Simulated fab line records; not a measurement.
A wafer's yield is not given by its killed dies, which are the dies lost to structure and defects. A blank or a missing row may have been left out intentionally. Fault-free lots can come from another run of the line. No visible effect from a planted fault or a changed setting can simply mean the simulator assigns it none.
Check for tools in common | flow berkeley cmos170 | Lots sampled 14, wafers sampled 42

## REASON IT WAS OPENED
2 of 14 lots carry a flag on the reading GATE_OXIDE_THK at UCB170_GATE_THK_MEAS_02. Wafers without a fault read 6.51 nm, standard deviation 0.096.
Rule: a lot is flagged in two cases, either no wafer of it has a number, or all its wafers with numbers fall more than 4 standard deviations from that mean. As for the other lots, they are considered sound.

lot  | measured     | on            | GATE_OXIDE_THK (nm), wafer by wafer | flag
L832 | day 7 09:32  | film metro-03 | 6.40 6.55 6.59                      |
L830 | day 7 09:35  | film metro-02 | 6.52 6.49 6.51                      |
L833 | day 7 09:35  | film metro-04 | 6.44 6.53 6.53                      |
L834 | day 8 02:34  | film metro-03 | 6.52 6.36 6.33                      |
L835 | day 8 02:34  | film metro-02 | 6.44 6.50 6.53                      |
L836 | day 8 12:46  | film metro-02 | 6.64 6.44 6.56                      |
L838 | day 8 22:52  | film metro-04 | 7.96 7.91 7.90                      | FLAGGED
L837 | day 8 22:53  | film metro-02 | 7.88 7.98 7.95                      | FLAGGED
L840 | day 9 09:53  | film metro-02 | 6.47 6.53 6.47                      |
L842 | day 9 19:22  | film metro-03 | 6.69 6.53 6.52                      |
L851 | day 11 18:28 | film metro-04 | 6.54 6.36 6.42                      |
L849 | day 11 18:28 | film metro-02 | 6.44 6.47 6.50                      |
L850 | day 11 18:29 | film metro-03 | 6.42 6.54 6.48                      |
L852 | day 12 00:22 | film metro-04 | 6.66 6.52 6.64                      |
On average the flagged lots' numbers are 7.93 nm, which is +1.42 nm against the usual, or +15 standard deviations.

## WHICH TOOL RAN EACH LOT
Before the reading, the record contains 3 process steps out of a 331-step route. Read each cell as the tool, then ch plus the chambers that the sampled wafers visited, then the start.
lot  | flag    | UCB170_PFIELD_STRIP_08               | UCB170_NVT_STRIP_08                  | UCB170_GATE_OXIDATION_01
L832 |         | plasma asher-02 ch 0,1, day 5 04:50  | plasma asher-03 ch 0,1, day 7 01:28  | furnace-01 ch 0, day 7 08:02
L830 |         | plasma asher-04 ch 0,1, day 5 04:28  | plasma asher-04 ch 0,1, day 7 01:13  | furnace-01 ch 0, day 7 08:02
L833 |         | plasma asher-01 ch 0,1, day 5 04:11  | plasma asher-02 ch 0,1, day 7 01:44  | furnace-01 ch 0, day 7 08:02
L834 |         | plasma asher-02 ch 0,1, day 5 19:55  | plasma asher-02 ch 0,1, day 7 16:20  | furnace-01 ch 0, day 8 01:04
L835 |         | plasma asher-04 ch 0,1, day 5 19:34  | plasma asher-03 ch 0,1, day 7 16:35  | furnace-01 ch 0, day 8 01:04
L836 |         | plasma asher-02 ch 0,1, day 6 10:10  | plasma asher-02 ch 0,1, day 8 02:38  | furnace-04 ch 0, day 8 11:16
L838 | FLAGGED | plasma asher-01 ch 0,1, day 6 18:58  | plasma asher-04 ch 0,1, day 8 11:31  | furnace-01 ch 0, day 8 21:22
L837 | FLAGGED | plasma asher-02 ch 0,1, day 6 18:28  | plasma asher-03 ch 0,1, day 8 11:47  | furnace-01 ch 0, day 8 21:22
L840 |         | plasma asher-04 ch 0,1, day 7 02:06  | plasma asher-02 ch 0,1, day 9 01:34  | furnace-04 ch 0, day 9 08:18
L842 |         | plasma asher-02 ch 0,1, day 7 15:04  | plasma asher-04 ch 0,1, day 9 11:52  | furnace-02 ch 0, day 9 17:52
L851 |         | plasma asher-04 ch 0,1, day 9 16:18  | plasma asher-03 ch 0,1, day 11 07:50 | furnace-02 ch 0, day 11 16:58
L849 |         | plasma asher-01 ch 0,1, day 9 17:02  | plasma asher-03 ch 0,1, day 11 08:05 | furnace-02 ch 0, day 11 16:58
L850 |         | plasma asher-01 ch 0,1, day 9 16:04  | plasma asher-02 ch 0,1, day 11 07:55 | furnace-02 ch 0, day 11 16:58
L852 |         | plasma asher-04 ch 0,1, day 10 01:08 | plasma asher-02 ch 0,1, day 11 14:49 | furnace-02 ch 0, day 11 22:50
What the steps here do:
- UCB170_PFIELD_STRIP_08: strips in O2.
- UCB170_NVT_STRIP_08: strips in O2.
- UCB170_GATE_OXIDATION_01: target thk 6.6 nm, ox time 1800 s.
- UCB170_GATE_THK_MEAS_02

## FLAGGED OVER TOTAL, TOOL BY TOOL (the gauges that took the reading come last)
step                     | tool            | lots run | flagged | share of the flagged lots | sound lots run after its first flagged lot
UCB170_PFIELD_STRIP_08   | plasma asher-01 | 4        | 1       | some                      | 2 (L850,L849)
UCB170_PFIELD_STRIP_08   | plasma asher-02 | 5        | 1       | some                      | 1 (L842)
UCB170_PFIELD_STRIP_08   | plasma asher-04 | 5        | 0       | none                      | -
UCB170_NVT_STRIP_08      | plasma asher-02 | 6        | 0       | none                      | -
UCB170_NVT_STRIP_08      | plasma asher-03 | 5        | 1       | some                      | 2 (L851,L849)
UCB170_NVT_STRIP_08      | plasma asher-04 | 3        | 1       | some                      | 1 (L842)
UCB170_GATE_OXIDATION_01 | furnace-01      | 7        | 2       | all                       | 0
UCB170_GATE_OXIDATION_01 | furnace-02      | 5        | 0       | none                      | -
UCB170_GATE_OXIDATION_01 | furnace-04      | 2        | 0       | none                      | -
UCB170_GATE_THK_MEAS_02  | film metro-02   | 6        | 1       | some                      | 2 (L840,L849)
UCB170_GATE_THK_MEAS_02  | film metro-03   | 4        | 0       | none                      | -
UCB170_GATE_THK_MEAS_02  | film metro-04   | 4        | 1       | some                      | 2 (L851,L852)

## THE TABLE: WHAT IT ALLOWS
Rows of the table that ran each flagged lot: 1, that is furnace-01 at UCB170_GATE_OXIDATION_01.
- furnace-01 at UCB170_GATE_OXIDATION_01: 2 of its 7 lots flagged. Its last sound lot is L834 (day 8 01:04), its first flagged lot L837 (day 8 21:22): a fault that began between those two fits. Its own readings lie more than 4 standard deviations out on every wafer of the flagged lots: spike tc centre C, spike tc load C, spike tc source C, tube center temp C, tube_center_temp_C_max.
Just one tool remains: furnace-01 at UCB170_GATE_OXIDATION_01.

## WHAT WAS PUT IN BY THE SIMULATOR
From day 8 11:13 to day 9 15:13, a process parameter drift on furnace-01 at UCB170_GATE_OXIDATION_01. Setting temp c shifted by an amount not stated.
Struck lots among those shown: L838, L837. The rule given above showed the same thing.
